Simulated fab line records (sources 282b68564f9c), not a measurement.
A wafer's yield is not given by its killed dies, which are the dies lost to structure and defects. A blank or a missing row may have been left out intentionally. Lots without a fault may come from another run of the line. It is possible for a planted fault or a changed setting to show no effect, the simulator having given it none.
A struck lot beside a sound one :: flow rit_cmos :: 32 out of 202 route steps
Sound: wafers L455.1, L455.3, L455.6. Struck: wafers L463.3, L463.5, L463.6. The cause is given at the end.
Each step with rows lists, per side, the tool, then ch with its chambers, then its first start. Under that, the readings that differ: sound wafers :: struck wafers :: difference of the means :: sigmas: that difference in standard deviations of wafers without a fault.
alike: a reading whose means differ by less than 2 such deviations, as well as words and numbers matching on both sides. not compared: withheld readings; readings where some wafer has no value; bounds like >300 that might hide an equal value; numbers whose values overlap and for which the record gives no deviation.
The two part at a step that has a row with sigmas, a row that says differs or no value, or rows on one side only. Numbers that don't overlap but have no deviation are shown without sigmas and don't part them. Lack of a reading on every wafer of one side parts them only where that side has two or more wafers.

RIT_ACTIVE_BOW_MEAS_00:
  sound on film_metro-02, day 2 01:00; struck on film_metro-03, day 3 17:02
  alike: INCOMING_BOW
RIT_ACTIVE_OXIDATION_01: target thk 46.8 nm, ox time 3360 s.
  sound on furnace-04 ch 0, day 2 01:07; struck on furnace-04 ch 0, day 3 17:07
  alike: spike_tc_source_C, tube_center_temp_C, zone_power_centre_pct
RIT_ACTIVE_THK_MEAS_02:
  sound on film_metro-01, day 2 03:03; struck on film_metro-02, day 3 19:04
reading: ACTIVE_OXIDE_THK (nm)
sound: 46.4 47.4 46.8
struck: 45.4 44.8 45.5
difference: -1.6
sigmas: -2
then, 1 step without rows for these wafers: RIT_ACTIVE_CVD_03 (deposits Si3N4 from SiH2Cl2/NH3, target thk 150 nm, time 1500 s).
RIT_ACTIVE_THK_MEAS_04:
  sound on film_metro-01, day 2 04:32; struck on film_metro-01, day 3 20:33
reading: ACTIVE_NITRIDE_THK (nm)
sound: 148.5 148.4 148.3
struck: 151.7 151.4 151.1
difference: +3.0
sigmas: +2
then, 6 steps without rows for these wafers: RIT_ACTIVE_HMDS_05 (prime time 60 s); RIT_ACTIVE_COAT_06 (resist thk 1000 nm); RIT_ACTIVE_SOFTBAKE_07 (time 60 s); RIT_ACTIVE_EXPOSE_08 (exposes mask M1, target cd 1400 nm); RIT_ACTIVE_PEB_09; RIT_ACTIVE_DEVELOP_10 (develop time 50 s).
RIT_ACTIVE_CD_MEAS_11: target cd 1400 nm.
  sound on cd_sem-01, day 2 05:34; struck on cd_sem-02, day 3 21:36
  alike: cd_nm
then, 1 step without rows for these wafers: RIT_ACTIVE_HARDBAKE_12 (time 60 s).
RIT_ACTIVE_ETCH_13: etches Si3N4 in SF6, stops on SiO2, time 210 s, target depth 210 nm.
  sound on rie_diel-02 ch 0,1,3, day 2 05:50; struck on rie_diel-04 ch 0,1,2, day 3 21:50
  alike: SF6_flow_sccm, drypump_motor_current_A, oes_product_au, throttle_valve_pct
  not compared: rf_hours_counter_h
RIT_ACTIVE_STRIP_14: strips in O2, time 180 s.
  sound on plasma_asher-03 ch 0, day 2 06:03; struck on plasma_asher-03 ch 0,1, day 3 22:02
  alike: drypump_motor_current_A
  not compared: rf_hours_counter_h
RIT_ACTIVE_CD_MEAS_90: target cd 1400 nm.
  sound on cd_sem-01, day 2 06:14; struck on cd_sem-02, day 3 22:11
  alike: cd_nm
then, 4 steps without rows for these wafers: RIT_ACTIVE_CLEAN_15 (cleans in SC1, time 600 s); RIT_ACTIVE_CLEAN_16 (cleans in dHF, time 30 s); RIT_ACTIVE_CLEAN_17 (cleans in SC2, time 600 s); RIT_FOX1_OXIDATION_00 (target thk 350.7 nm, ox time 1130 s).
RIT_FOX1_THK_MEAS_01:
  sound on film_metro-03, day 2 09:17; struck on film_metro-02, day 4 02:47
  alike: FOX1_OXIDE_THK
then, 2 steps without rows for these wafers: RIT_FOX1_WET_ETCH_02 (etches SiO2 in BOE, target depth 350 nm, time 390 s); RIT_FOX2_OXIDATION_00 (target thk 350.7 nm, ox time 1130 s).
RIT_FOX2_THK_MEAS_01:
  sound on film_metro-04, day 2 10:46; struck on film_metro-04, day 4 05:10
  alike: FOX2_OXIDE_THK
then, 2 steps without rows for these wafers: RIT_FOX2_CLEAN_02 (cleans in dHF, time 180 s); RIT_FOX2_WET_ETCH_03 (etches Si3N4 in H3PO4, target depth 195 nm, time 2700 s).
RIT_FOX2_THK_MEAS_90:
  sound on film_metro-04, day 2 11:39; struck on film_metro-01, day 4 06:03
  alike: FIELD_OXIDE_LEFT_1_THK
then, 4 steps without rows for these wafers: RIT_NWELL_HMDS_00 (prime time 60 s); RIT_NWELL_COAT_01 (resist thk 1300 nm); RIT_NWELL_SOFTBAKE_02 (time 60 s); RIT_NWELL_EXPOSE_03 (exposes mask M2, target cd 43900 nm).
RIT_M1_PROBE_99:
  sound on prober-02, day 4 06:42; struck on prober-02, day 5 21:49
reading: hold
sound: - - -
struck: await_dispo/2.4h/release await_dispo/2.4h/release await_dispo/2.4h/release
difference: no value on the sound wafers
sigmas: 

reading: killed_at_front_end
sound: 7 5 4
struck: 16 17 23
difference: +13
sigmas: +4

reading: killed_dies
sound: 7 5 4
struck: 16 17 23
difference: +13
sigmas: +4
  alike: killed_at_contacts, killed_open, killed_short

WHERE THEY PART
Earliest at RIT_ACTIVE_THK_MEAS_02; latest, in this record, at RIT_M1_PROBE_99.

WHY: what had been put in by the simulator
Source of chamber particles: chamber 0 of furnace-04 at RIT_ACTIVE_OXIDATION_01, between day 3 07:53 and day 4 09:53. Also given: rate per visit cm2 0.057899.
